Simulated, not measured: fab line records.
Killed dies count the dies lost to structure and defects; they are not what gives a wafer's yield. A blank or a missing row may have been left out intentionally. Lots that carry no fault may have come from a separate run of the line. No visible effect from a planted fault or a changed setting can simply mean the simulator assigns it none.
Shared-tool check	flow ritCmos	13 lots, 39 wafers sampled

## WHAT PROMPTED THE OPENING
At RIT_SDANNEAL_RS_MEAS_04 the reading PSD_RS is flagged on 2 of 13 lots. Wafers without a fault read 115.92 ohm/sq, standard deviation 0.26.
Rule: a lot is flagged when every wafer of it that has a number lies more than 4 standard deviations from that mean, or none has a number. The other lots count as sound.

lot	measured	on	PSD_RS (ohm/sq), wafer by wafer	flag
L892	day 3 03:54	filmMetro-01	116.17 116.17 116.03	
L893	day 3 06:43	filmMetro-01	116.01 116.12 116.16	
L894	day 3 12:20	filmMetro-02	116.42 116.23 116.19	
L897	day 4 04:55	filmMetro-02	116.08 116.39 116.08	
L900	day 4 18:46	filmMetro-01	97.57 97.59 98.06	FLAGGED
L901	day 4 22:31	filmMetro-01	115.71 116.34 115.90	
L902	day 5 07:13	filmMetro-03	97.25 97.66 97.23	FLAGGED
L905	day 5 19:35	filmMetro-01	115.86 116.14 116.05	
L907	day 6 06:34	filmMetro-03	116.13 115.83 115.81	
L909	day 6 15:31	filmMetro-01	115.39 115.84 115.82	
L911	day 7 04:30	filmMetro-03	115.76 115.53 115.55	
L913	day 7 10:55	filmMetro-01	115.80 115.51 115.69	
L915	day 7 20:08	filmMetro-01	115.41 115.57 115.80	
Average over the flagged lots: 97.56 ohm/sq; offset from the usual -18.36 ohm/sq, equal to -71 standard deviations.

## LOT BY LOT: THE TOOL USED
3 process steps preceding the reading are held in the record, out of 202 steps in the route. Read each cell as the tool, then ch plus the chambers that the sampled wafers visited, then the start.
lot	flag	RIT_PLDD_STRIP_09	RIT_NSD_STRIP_09	RIT_SDANNEAL_RTA_03
L892		plasmaAsher-04 ch 0,1, day 2 21:16	plasmaAsher-03 ch 0,1, day 3 01:32	rtpAnneal-01 ch 0, day 3 03:49
L893		plasmaAsher-02 ch 0,1, day 3 00:32	plasmaAsher-03 ch 0,1, day 3 04:29	rtpAnneal-02 ch 0, day 3 06:38
L894		plasmaAsher-04 ch 0,1, day 3 05:17	plasmaAsher-02 ch 0,1, day 3 10:11	rtpAnneal-01 ch 0, day 3 12:16
L897		plasmaAsher-02 ch 0,1, day 3 21:54	plasmaAsher-01 ch 0,1, day 4 02:47	rtpAnneal-02 ch 0, day 4 04:50
L900	FLAGGED	plasmaAsher-03 ch 1, day 4 12:28	plasmaAsher-02 ch 0,1, day 4 16:30	rtpAnneal-01 ch 0, day 4 18:43
L901		plasmaAsher-03 ch 0,1, day 4 16:17	plasmaAsher-02 ch 0,1, day 4 20:22	rtpAnneal-02 ch 0, day 4 22:26
L902	FLAGGED	plasmaAsher-02 ch 0,1, day 4 23:56	plasmaAsher-03 ch 0,1, day 5 04:59	rtpAnneal-01 ch 0, day 5 07:09
L905		plasmaAsher-02 ch 0,1, day 5 13:27	plasmaAsher-02 ch 0,1, day 5 17:22	rtpAnneal-02 ch 0, day 5 19:31
L907		plasmaAsher-02 ch 0,1, day 6 00:05	plasmaAsher-03 ch 0,1, day 6 04:29	rtpAnneal-02 ch 0, day 6 06:31
L909		plasmaAsher-02 ch 0,1, day 6 09:22	plasmaAsher-01 ch 0,1, day 6 13:17	rtpAnneal-02 ch 0, day 6 15:27
L911		plasmaAsher-02 ch 0,1, day 6 22:24	plasmaAsher-01 ch 0,1, day 7 02:26	rtpAnneal-02 ch 0, day 7 04:25
L913		plasmaAsher-03 ch 0,1, day 7 04:46	plasmaAsher-01 ch 0,1, day 7 08:41	rtpAnneal-02 ch 0, day 7 10:50
L915		plasmaAsher-03 ch 0,1, day 7 14:02	plasmaAsher-01 ch 0,1, day 7 17:56	rtpAnneal-02 ch 0, day 7 20:03
What is done by these steps:
- RIT_PLDD_STRIP_09: strips in O2, time 180 s.
- RIT_NSD_STRIP_09: strips in O2, time 180 s.
- RIT_SDANNEAL_RTA_03: time 5 s.
- RIT_SDANNEAL_RS_MEAS_04: measures by four-point-probe.

## FLAGGED AGAINST TOTAL, ONE TOOL AT A TIME (gauges that did the reading follow at the end)
step	tool	lots run	flagged	share of the flagged lots	sound lots run after its first flagged lot
RIT_PLDD_STRIP_09	plasmaAsher-02	7	1	some	4 (L905,L907,L909,L911)
RIT_PLDD_STRIP_09	plasmaAsher-03	4	1	some	3 (L901,L913,L915)
RIT_PLDD_STRIP_09	plasmaAsher-04	2	0	none	-
RIT_NSD_STRIP_09	plasmaAsher-01	5	0	none	-
RIT_NSD_STRIP_09	plasmaAsher-02	4	1	some	2 (L901,L905)
RIT_NSD_STRIP_09	plasmaAsher-03	4	1	some	1 (L907)
RIT_SDANNEAL_RTA_03	rtpAnneal-01	4	2	all	0
RIT_SDANNEAL_RTA_03	rtpAnneal-02	9	0	none	-
RIT_SDANNEAL_RS_MEAS_04	filmMetro-01	8	1	some	5 (L901,L905,L909,L913,L915)
RIT_SDANNEAL_RS_MEAS_04	filmMetro-02	2	0	none	-
RIT_SDANNEAL_RS_MEAS_04	filmMetro-03	3	1	some	2 (L907,L911)

## THE TABLE: WHAT IT ALLOWS
In the table, 1 row covers all flagged lots: rtpAnneal-01 at RIT_SDANNEAL_RTA_03.
- rtpAnneal-01 at RIT_SDANNEAL_RTA_03 ran 4 lots, 2 of them flagged. A fault beginning between L894 (day 3 12:16), its last sound lot, and L900 (day 4 18:43), its first flagged one, fits the data.
Just one tool remains: rtpAnneal-01 at RIT_SDANNEAL_RTA_03.

## WHAT HAD BEEN PUT IN BY THE SIMULATOR
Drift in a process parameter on rtpAnneal-01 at RIT_SDANNEAL_RTA_03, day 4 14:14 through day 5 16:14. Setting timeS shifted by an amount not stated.
Lots struck among those shown: L900, L902. The rule above found the same.
